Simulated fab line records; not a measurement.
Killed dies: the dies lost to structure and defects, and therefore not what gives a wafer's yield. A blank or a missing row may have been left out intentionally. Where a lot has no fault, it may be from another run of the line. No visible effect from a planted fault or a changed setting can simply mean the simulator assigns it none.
Split-lot trial    flow rit_cmos    route with 202 steps; 5 lots, 23 wafers read

## THE SPLIT
At RIT_PSD_COAT_01 (resist thk 1000 nm), the setting spin_rpm was moved away from the recipe's 3250 rpm on 9 of the 23 wafers read, by -6.7% to +6.9%. This setting was run at the recipe's value on the other wafers.

Reading taken at the split's own step.

## THE READING
NOVOLAK_of_PSD_COAT_01.thk_nm (the simulator's own value, which no gauge read), in nm, at RIT_PSD_COAT_01 (resist thk 1000 nm). There is no usual value for it anywhere in the file. Average 1000.4 nm, standard deviation 1.4 nm, over the 14 wafers here run with the recipe.

wafer   tool, chamber at the split  spin_rpm as run, rpm  against the recipe  NOVOLAK_of_PSD_COAT_01.thk_nm, nm  against lot-mates on the recipe
L074.1  litho_track-04, 0           3344                  +2.9%               986.5                              -15.8
L074.2  litho_track-04, 0           3344                  +2.9%               988                                -14.3
L074.3  litho_track-04, 0           3250                  recipe              1002                               -
L074.5  litho_track-04, 0           3250                  recipe              1002                               -
L074.6  litho_track-04, 0           3250                  recipe              1003                               -
L076.1  litho_track-02, 0           3250                  recipe              999                                -
L076.3  litho_track-02, 0           3250                  recipe              999.5                              -
L076.6  litho_track-02, 0           3250                  recipe              999.9                              -
L077.1  litho_track-02, 0           3250                  recipe              1001                               -
L077.2  litho_track-02, 0           3250                  recipe              1000                               -
L077.4  litho_track-02, 0           3031                  -6.7%               1035                               +34.9
L077.5  litho_track-02, 0           3031                  -6.7%               1036                               +35.9
L077.6  litho_track-02, 0           3250                  recipe              999.4                              -
L079.1  litho_track-03, 0           3250                  recipe              999.6                              -
L079.2  litho_track-03, 0           3123                  -3.9%               1021                               +21.3
L079.4  litho_track-03, 0           3250                  recipe              998.5                              -
L079.5  litho_track-03, 0           3250                  recipe              1001                               -
L079.6  litho_track-03, 0           3123                  -3.9%               1023                               +23.3
L081.2  litho_track-02, 0           3475                  +6.9%               964.6                              -35.7
L081.3  litho_track-02, 0           3475                  +6.9%               964.4                              -35.9
L081.4  litho_track-02, 0           3250                  recipe              1002                               -
L081.5  litho_track-02, 0           3475                  +6.9%               965.1                              -35.2
L081.6  litho_track-02, 0           3250                  recipe              998.6                              -

THE FIT
A straight line over all 23 wafers: NOVOLAK_of_PSD_COAT_01.thk_nm changes by -5.18 nm for each +1% of spin_rpm; r = -1.00; the points scatter about the line by 1.4 nm.
The same after taking each lot's own level away (the mean of its wafers on the recipe; 23 wafers): -5.25 nm for each +1%; r = -1.00; scatter 1 nm.
Per that fit: largest spin_rpm move, reading shift of 36 nm.
Across the lots, their own levels run from 999.47 to 1002.33 nm, a range of 2.1 times the standard deviation given above.
Consequently the slope shifts little with the lot-to-lot level, the two slopes agreeing.
Check: with one of the wafers moved furthest among these (+6.9%) left out of the fit, the line predicts -36.2 nm for it against its lot-mates. Against them it came out at -35.7 nm.

## THESE WAFERS: OTHER SPLITS
These wafers also went through other splits before the reading. Each is held against what the fit with the lots' levels taken away leaves over:
other split on the same wafers        wafers away from the commonest value  r with NOVOLAK_of_PSD_COAT_01.thk_nm (lot level and that fit taken away)
RIT_ACTIVE_COAT_06 resist_thk_nm      8                                     +0.21
RIT_ACTIVE_DEVELOP_10 develop_time_s  11                                    -0.04
RIT_ACTIVE_ETCH_13 rf_w               11                                    -0.05
RIT_NWELL_IMPLANT_08 dose_cm2         8                                     -0.02
RIT_NRETRO_IMPLANT_08 energy_kev      7                                     +0.09
RIT_PRETRO_IMPLANT_08 dose_cm2        10                                    -0.12
RIT_GATE_CVD_08 pressure_mtorr        18                                    +0.21
RIT_NLDD_COAT_01 resist_thk_nm        11                                    +0.13
RIT_NLDD_DEVELOP_05 develop_time_s    2                                     +0.03
RIT_SPACER_ETCHBACK_05 time_s         8                                     -0.11

## THE FILE'S OWN FIT
NOVOLAK_of_PSD_COAT_01.thk_nm changes by -5.24 nm for each +1% of spin_rpm, r = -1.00.
